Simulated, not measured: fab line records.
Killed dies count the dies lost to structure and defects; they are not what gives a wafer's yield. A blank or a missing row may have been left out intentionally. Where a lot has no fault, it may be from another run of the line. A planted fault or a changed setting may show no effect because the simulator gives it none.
Comparing a struck lot with a sound one    flow rit_cmos    18 steps out of a route of 202
Sound: wafers L968.3, L968.5, L968.6. Wafers struck: L955.1, L955.2, L955.6. Last of all comes the cause.
Each step with rows lists, per side, the tool, then ch with its chambers, then its first start. Under that, the readings that differ: sound wafers    struck wafers    difference of the means    sigmas: that difference in standard deviations of wafers without a fault.
alike: words and numbers the same on both sides, and readings whose means are apart by under 2 such deviations; not compared: readings that were withheld, readings missing a value for some wafer, numbers with overlapping values and no deviation given by the record, and bounds like >300 which may hide the same value.
The two part at a step that has a row with sigmas, a row that says differs or no value, or rows on one side only. Numbers that have no deviation but don't overlap get no sigmas and don't part them. A reading that every wafer of one side lacks parts them only if that side has two wafers or more.

RIT_M1_SPUTTER_00: material Al, target thk 400 nm, time 500 s.
  sound on pvd_sputter-04 at day 7 14:08; struck on pvd_sputter-02 at day 4 19:14
  alike: throttle_valve_pct
RIT_M1_RS_MEAS_01: measurement is done with a four-point probe.
  sound on film_metro-04 at day 7 14:29; struck on film_metro-03 at day 4 19:32
  alike: M1_AL_RS
RIT_M1_THK_MEAS_02: measures by xrf.
  sound on film_metro-04 at day 7 14:35; struck on film_metro-03 at day 4 19:40
  alike: M1_AL_THK
then, 6 steps without rows for these wafers: RIT_M1_HMDS_03 (prime time 60 s); RIT_M1_COAT_04 (resist thk 1300 nm); RIT_M1_SOFTBAKE_05 (time 60 s); RIT_M1_EXPOSE_06 (exposes mask M12, target cd 2600 nm); RIT_M1_PEB_07; RIT_M1_DEVELOP_08 (develop time 68 s).
RIT_M1_CD_MEAS_09: target cd 2600 nm.
  sound on cd_sem-02 at day 7 15:32; struck on cd_sem-01 at day 4 20:43
  alike: cd_nm
RIT_M1_OVL_MEAS_10:
  sound on overlay-01 at day 7 15:38; struck on overlay-02 at day 4 20:50
  alike: M1_OVL
then, 1 step without rows for these wafers: RIT_M1_HARDBAKE_11 (time 120 s).
RIT_M1_METAL_ETCH_12: etches Al in Cl2/BCl3, stops on SiO2, time 165 s, target depth 600 nm.
  sound on rie_metal-02 ch 0,1, day 7 15:58; struck on rie_metal-01 ch 0,1, day 4 21:08
  no value came back on the struck wafers for any of 5 readings (bcl3_flow_sccm (sccm), chamber_pressure_mTorr (mTorr) and others); on the sound wafers bcl3_flow_sccm (sccm) reads 49.84 49.95 49.88
reading                                   sound              struck             difference  sigmas
model.NOVOLAK_of_M1_COAT_04.thk_nm (nm)   806.8 813.4 809    1139 1143 1144     +332        
model.SiO2_of_CONTACT_CVD_00.thk_nm (nm)  375.6 377.3 380.7  393.3 387.5 396.7  +14.6       
  not compared: rf_hours_counter_h
then, 1 step without rows for these wafers: RIT_M1_STRIP_13 (strips in nmp, time 600 s).
RIT_M1_STRIP_14: strips in O2, time 180 s.
  sound on plasma_asher-04 ch 0,1, day 7 16:19; struck on plasma_asher-02 ch 0,1, day 4 21:28
  alike: drypump_motor_current_A, o2_flow_sccm
  not compared: rf_hours_counter_h
RIT_M1_CD_MEAS_90: target cd 2600 nm.
  sound on cd_sem-02 at day 7 16:28; struck on cd_sem-01 at day 4 21:38
reading     sound           struck  difference                     sigmas
cd_nm (nm)  2604 2604 2604  - - -   no value on the struck wafers  
then, 1 step without rows for these wafers: RIT_M1_ANNEAL_15 (time 1800 s).
RIT_M1_PROBE_99:
  sound on prober-01 at day 7 18:16; struck on prober-02 at day 4 23:23
reading                   sound              struck          difference  sigmas
defect_limited_yield (%)  98.1 98.1 97.3     0 0 0           -98         -89
killed_at_M0_to_M3        0 0 0              258 253 262     +258        +99 or more
killed_dies               5 5 7              264 264 264     +258        +89
killed_on_rim             2 1 2              70 70 70        +68         +49
sort_bin_5_function (%)   1.1 1.1 1.9        99.2 97.7 99.6  +97.5       +99 or more
sort_n_pass               259.0 259.0 257.0  0 0 0           -258        -89
sort_yield_pct (%)        98.1 98.1 97.3     0 0 0           -98         -89
  alike: killed_at_contacts, killed_at_front_end, killed_open, killed_short, sort_bin_3_pad_short, sort_bin_6_memory

== WHERE THEY PART ==
First at RIT_M1_METAL_ETCH_12; last, within this record, at RIT_M1_PROBE_99.

WHY: what the simulator had put in
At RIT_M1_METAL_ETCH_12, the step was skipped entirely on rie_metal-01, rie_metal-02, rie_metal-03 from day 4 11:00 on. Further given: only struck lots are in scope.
